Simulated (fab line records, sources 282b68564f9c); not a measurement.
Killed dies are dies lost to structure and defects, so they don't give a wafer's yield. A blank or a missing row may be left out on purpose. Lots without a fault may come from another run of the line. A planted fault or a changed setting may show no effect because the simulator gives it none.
One fault seen from 2 desks | flow rit_cmos | each desk has only its own numbers; what lay behind them comes last

THE METROLOGY DESK
What the gauges read, lot by lot, whatever tool the lot ran on: means of the sampled wafers that have a number. A lot is out of limits, marked OUT, if its mean lies more than 4 standard deviations from the usual mean; the brackets give that distance.
Columns: A = CONTACT_OVL at RIT_CONTACT_OVL_MEAS_09, usual 0.3 nm
lot  | first seen here | A
L827 | day 3 14:59     | -1.9
L828 | day 3 19:20     | -2.4
L829 | day 4 00:24     | 0.0
L830 | day 4 06:31     | 0.4
L831 | day 4 13:18     | 0.4
L832 | day 4 15:40     | -0.7
L836 | day 5 08:24     | -0.1
L840 | day 6 02:18     | 349.5 (+99 or more) OUT
L841 | day 6 04:13     | 349.3 (+99 or more) OUT
L842 | day 6 14:48     | 347.6 (+99 or more) OUT
L844 | day 6 23:28     | -0.4
L845 | day 7 03:58     | 1.3
L846 | day 7 05:23     | 0.6
L848 | day 7 19:26     | 0.7
L849 | day 8 02:00     | 1.9
This desk's finding: out of limits on L840, L841, L842; first on L840, day 6 02:18 (CONTACT_OVL at RIT_CONTACT_OVL_MEAS_09). In limits: L827, L828, L829, L830, L831, L832, L836, L844, L845, L846, L848, L849.

THE TOOL OWNER'S DESK: iline_stepper-02
The tool's own readings at RIT_CONTACT_EXPOSE_05 (exposes mask M11, target cd 1000 nm): means of the sampled wafers that have a number, for each lot that ran on this tool. A lot is out of limits, marked OUT, if its mean lies more than 4 standard deviations from the usual mean; the brackets give that distance.
Columns: A = reticle_temp_C at RIT_CONTACT_EXPOSE_05, usual 22.98 C
lot  | first seen here | A
L827 | day 3 14:21     | 22.96
L828 | day 3 18:42     | 22.94
L829 | day 3 23:46     | 22.93
L830 | day 4 05:53     | 23.05
L832 | day 4 15:04     | 23.11
L840 | day 6 01:41     | 22.91
L841 | day 6 03:35     | 22.98
L842 | day 6 14:07     | 23.02
This desk's finding: nothing out of limits on any of the 8 lots.

PUT TOGETHER
The metrology desk could have raised an alarm at day 6 02:18, on L840, L841, L842.
The tool owner's desk saw nothing out of limits.
The tool owner's desk has L840, L841, L842 on record, within its limits.
Of the lots named, all ran RIT_CONTACT_EXPOSE_05 on iline_stepper-02.

WHAT THE SIMULATOR HAD PUT IN
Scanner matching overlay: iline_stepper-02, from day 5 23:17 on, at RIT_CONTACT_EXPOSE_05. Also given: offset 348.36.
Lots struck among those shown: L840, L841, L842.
Hours from the fault's start to each desk's first reading out of limits: the metrology desk, 3.
